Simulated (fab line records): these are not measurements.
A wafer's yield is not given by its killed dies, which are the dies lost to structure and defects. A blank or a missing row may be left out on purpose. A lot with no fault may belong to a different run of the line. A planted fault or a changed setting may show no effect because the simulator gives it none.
A struck lot beside a sound one + flow rit_cmos + 15 out of 202 route steps
Sound: the wafers L170.2, L170.5, L170.6. The struck wafers were L158.3, L158.4, L158.5. Last of all comes the cause.
Each step with rows lists, per side, the tool, then ch with its chambers, then its first start. Under that, the readings that differ: sound wafers + struck wafers + difference of the means + sigmas: that difference in standard deviations of wafers without a fault.
alike: same words and numbers on both sides, and readings whose means sit less than 2 such deviations apart. not compared: any withheld reading, any reading some wafer has no value for, any bound like >300 that may hide the same value, and any number with overlapping values for which the record gives no deviation.
A row with sigmas, a row that says differs or no value, or rows on one side alone: a step with any of these is where the two part. Numbers that don't overlap but have no deviation are shown without sigmas and don't part them. Lack of a reading on every wafer of one side parts them only where that side has two or more wafers.

first, 2 steps without rows for these wafers: RIT_SPACER_CLEAN_02 (cleans in SC2, time 600 s); RIT_SPACER_CVD_03 (deposits Si3N4 from SiH2Cl2/NH3, target thk 250 nm, time 3300 s).
RIT_SPACER_THK_MEAS_04:
  sound: film_metro-01 at day 6 05:08; struck: film_metro-01 at day 3 15:02
  alike: SPACER_NITRIDE_THK
RIT_SPACER_ETCHBACK_05: etches Si3N4 in SF6/CHF3, stops on SiO2, target depth 250 nm, time 240 s.
  sound on rie_diel-02 ch 1,2, day 6 05:11; struck on rie_diel-02 ch 0,3, day 3 15:05
  alike: SF6_flow_sccm, drypump_motor_current_A, oes_product_au, rf_fwd_power_W, throttle_valve_pct
  not compared: rf_hours_counter_h
then, 6 steps without rows for these wafers: RIT_NSD_HMDS_00 (prime time 60 s); RIT_NSD_COAT_01 (resist thk 1000 nm); RIT_NSD_SOFTBAKE_02 (time 60 s); RIT_NSD_EXPOSE_03 (exposes mask M9, target cd 40700 nm); RIT_NSD_PEB_04; RIT_NSD_DEVELOP_05 (develop time 50 s).
RIT_NSD_OVL_MEAS_06:
  sound: overlay-02 at day 6 06:34; struck: overlay-02 at day 3 16:05
  alike: NSD_OVL
then, 1 step without rows for these wafers: RIT_NSD_HARDBAKE_07 (time 60 s).
RIT_NSD_IMPLANT_08:
  sound on implanter-02 ch 0, day 6 06:53; struck on implanter-03 ch 0, day 3 16:19
| reading                   | sound                | struck               | difference | sigmas      |
|---------------------------|----------------------|----------------------|------------|-------------|
| beam_energy_keV           | 25.003 25.003 25.002 | 24.063 24.060 24.059 | -0.942     | -99 or more |
| model.implant.drp_nm (nm) | 14.84 14.84 14.84    | 14.5 14.5 14.5       | -0.3       |             |
RIT_NSD_STRIP_09: strips in O2, time 180 s.
  sound on plasma_asher-01 ch 0,1, day 6 07:01; struck on plasma_asher-01 ch 0,1, day 3 16:28
  alike: drypump_motor_current_A
  not compared: rf_hours_counter_h
RIT_M1_PROBE_99:
  the record has rows for the struck wafers here (prober-01, day 4 02:22) and none for the sound ones

## WHERE THEY PART
Last at RIT_M1_PROBE_99 as far as this record goes, first at RIT_NSD_IMPLANT_08.

WHY: the cause the simulator had injected
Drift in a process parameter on implanter-03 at RIT_NSD_IMPLANT_08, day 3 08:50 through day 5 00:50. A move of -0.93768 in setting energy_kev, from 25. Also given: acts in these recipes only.
